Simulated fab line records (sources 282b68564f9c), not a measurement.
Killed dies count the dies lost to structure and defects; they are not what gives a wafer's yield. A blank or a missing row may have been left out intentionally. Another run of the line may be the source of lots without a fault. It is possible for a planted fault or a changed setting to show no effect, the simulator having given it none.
Which tool did it? | flow ritCmos | 14 lots with 42 wafers sampled at 3 steps, on a route of 202 steps

## WHAT EACH GAUGE READ, for each wafer
RIT_PWELL_TW_MEAS_10. Usual: PWELL_TW gives 949 (standard deviation 8.2).
lot  | measured    | on           | PWELL_TW    | flag
L899 | day 1 23:58 | filmMetro-02 | 955 960 962 | 
L900 | day 2 04:12 | filmMetro-01 | 932 938 935 | 
L901 | day 2 08:55 | filmMetro-02 | 960 960 963 | 
L902 | day 2 13:28 | filmMetro-01 | 934 933 940 | 
L903 | day 2 18:36 | filmMetro-04 | 951 949 949 | 
L904 | day 2 23:32 | filmMetro-01 | 938 935 937 | 
L905 | day 3 05:14 | filmMetro-04 | 947 942 946 | 
L914 | day 5 03:05 | filmMetro-02 | 889 881 889 | OFF
L915 | day 5 06:38 | filmMetro-02 | 890 887 883 | OFF
L918 | day 5 21:32 | filmMetro-02 | 955 955 957 | 
L919 | day 6 02:57 | filmMetro-01 | 937 939 934 | 
L920 | day 6 07:36 | filmMetro-02 | 955 954 955 | 
L921 | day 6 13:21 | filmMetro-01 | 939 938 938 | 
L922 | day 6 17:50 | filmMetro-04 | 941 945 942 | 

RIT_WELLDRIVE_RS_MEAS_02: measures by four-point-probe. Usual: PWELL_RS gives 429.3 ohm/sq (standard deviation 1.2).
lot  | measured    | on           | PWELL_RS (ohm/sq) | flag
L899 | day 2 05:13 | filmMetro-04 | 427.9 427.4 427.8 | 
L900 | day 2 09:39 | filmMetro-02 | 432.7 430.2 430.2 | 
L901 | day 2 14:11 | filmMetro-04 | 429.0 428.8 428.7 | 
L902 | day 2 19:14 | filmMetro-02 | 431.9 430.5 430.6 | 
L903 | day 2 23:52 | filmMetro-02 | 428.9 428.7 428.4 | 
L904 | day 3 05:22 | filmMetro-01 | 428.7 429.0 430.3 | 
L905 | day 3 10:31 | filmMetro-04 | 427.6 428.3 428.2 | 
L914 | day 5 08:21 | filmMetro-04 | 498.5 500.6 499.4 | OFF
L915 | day 5 11:55 | filmMetro-01 | 497.7 499.8 500.8 | OFF
L918 | day 6 03:00 | filmMetro-04 | 430.5 431.2 430.5 | 
L919 | day 6 08:13 | filmMetro-04 | 429.9 431.0 430.8 | 
L920 | day 6 13:18 | filmMetro-04 | 431.0 430.8 431.0 | 
L921 | day 6 18:37 | filmMetro-01 | 429.7 428.8 429.6 | 
L922 | day 6 23:35 | filmMetro-04 | 428.9 427.5 427.7 | 

## WHAT TOOL EACH LOT RAN ON (gives the tool, then ch and the chambers of the sampled wafers, and finally the start)
lot  | RIT_PWELL_IMPLANT_08
L899 | implanter-04 ch 0, day 1 23:38
L900 | implanter-02 ch 0, day 2 03:53
L901 | implanter-03 ch 0, day 2 08:37
L902 | implanter-03 ch 0, day 2 13:08
L903 | implanter-04 ch 0, day 2 18:17
L904 | implanter-04 ch 0, day 2 23:13
L905 | implanter-04 ch 0, day 3 04:56
L914 | implanter-03 ch 0, day 5 02:46
L915 | implanter-03 ch 0, day 5 06:20
L918 | implanter-04 ch 0, day 5 21:07
L919 | implanter-02 ch 0, day 6 02:38
L920 | implanter-02 ch 0, day 6 07:16
L921 | implanter-02 ch 0, day 6 13:02
L922 | implanter-04 ch 0, day 6 17:32
- RIT_PWELL_IMPLANT_08

## WHAT THE TOOLS THEMSELVES READ (means of the sampled wafers that have a number; where no wafer has one, the mark that the record gives instead)
RIT_PWELL_IMPLANT_08. Usual: beamEnergyKeV 170.00, standard deviation 0.055; doseIonsCm2 7e+13, standard deviation 7.9e+10; faradayCurrentUA 222, standard deviation 4.5.
lot  | tool         | beamEnergyKeV | doseIonsCm2 | faradayCurrentUA | flag
L899 | implanter-04 | 170.00        | 7e+13       | 226              | 
L900 | implanter-02 | 170.02        | 7e+13       | 224              | 
L901 | implanter-03 | 170.02        | 7e+13       | 222              | 
L902 | implanter-03 | 169.94        | 7e+13       | 219              | 
L903 | implanter-04 | 170.01        | 7e+13       | 227              | 
L904 | implanter-04 | 169.98        | 7e+13       | 225              | 
L905 | implanter-04 | 170.01        | 7e+13       | 226              | 
L914 | implanter-03 | 169.99        | 6e+13       | 177              | OFF
L915 | implanter-03 | 169.94        | 6e+13       | 174              | OFF
L918 | implanter-04 | 170.03        | 7e+13       | 224              | 
L919 | implanter-02 | 169.99        | 7e+13       | 218              | 
L920 | implanter-02 | 170.06        | 7e+13       | 220              | 
L921 | implanter-02 | 169.98        | 7e+13       | 220              | 
L922 | implanter-04 | 169.95        | 7e+13       | 217              | 

## THE ANSWER, worked out from the rows above alone
Rule: a lot counts as off when the mean over its wafers that have a number is more than 3 standard deviations away from the usual mean. Also off: a lot with no number at a reading for which 4 or more lots have one. Where the step has rows for the other lots, those lots are counted as sound. After the gauges, taken in route order, come the tools' own readings; for these a lot's mean is taken, as printed above. The first step at which some lot is off is used, and at that step the reading that is off furthest; a lot without a number counts as furthest.
Off: at RIT_PWELL_TW_MEAS_10 (PWELL_TW), L914, L915.
A tool fits if, at a process step before that reading, it ran every lot that is off, and no sound lot after the first of them. The gauges at RIT_PWELL_TW_MEAS_10 aren't tried: what is off there is off at RIT_WELLDRIVE_RS_MEAS_02 too, on other tools, and a gauge's error can't cause that. One candidate fits, namely implanter-03 at RIT_PWELL_IMPLANT_08. Its last sound lot is L902 (day 2 13:08), its first lot that is off L914 (day 5 02:46): a fault that began between those two fits.
The tool's own readings at RIT_PWELL_IMPLANT_08 bear it out: on the lots that are off they differ by more than 5 times the standard deviation of the sound lots' means. doseIonsCm2 reads 6e+13 there against 7e+13 on the sound lots; faradayCurrentUA reads 176 there against 222 on the sound lots.

## WHAT HAD BEEN PUT IN BY THE SIMULATOR
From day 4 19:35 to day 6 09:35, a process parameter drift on implanter-03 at RIT_PWELL_IMPLANT_08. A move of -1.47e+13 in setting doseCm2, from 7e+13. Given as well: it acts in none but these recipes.
Shown lots that were struck: L914, L915. Same finding as the rule above.
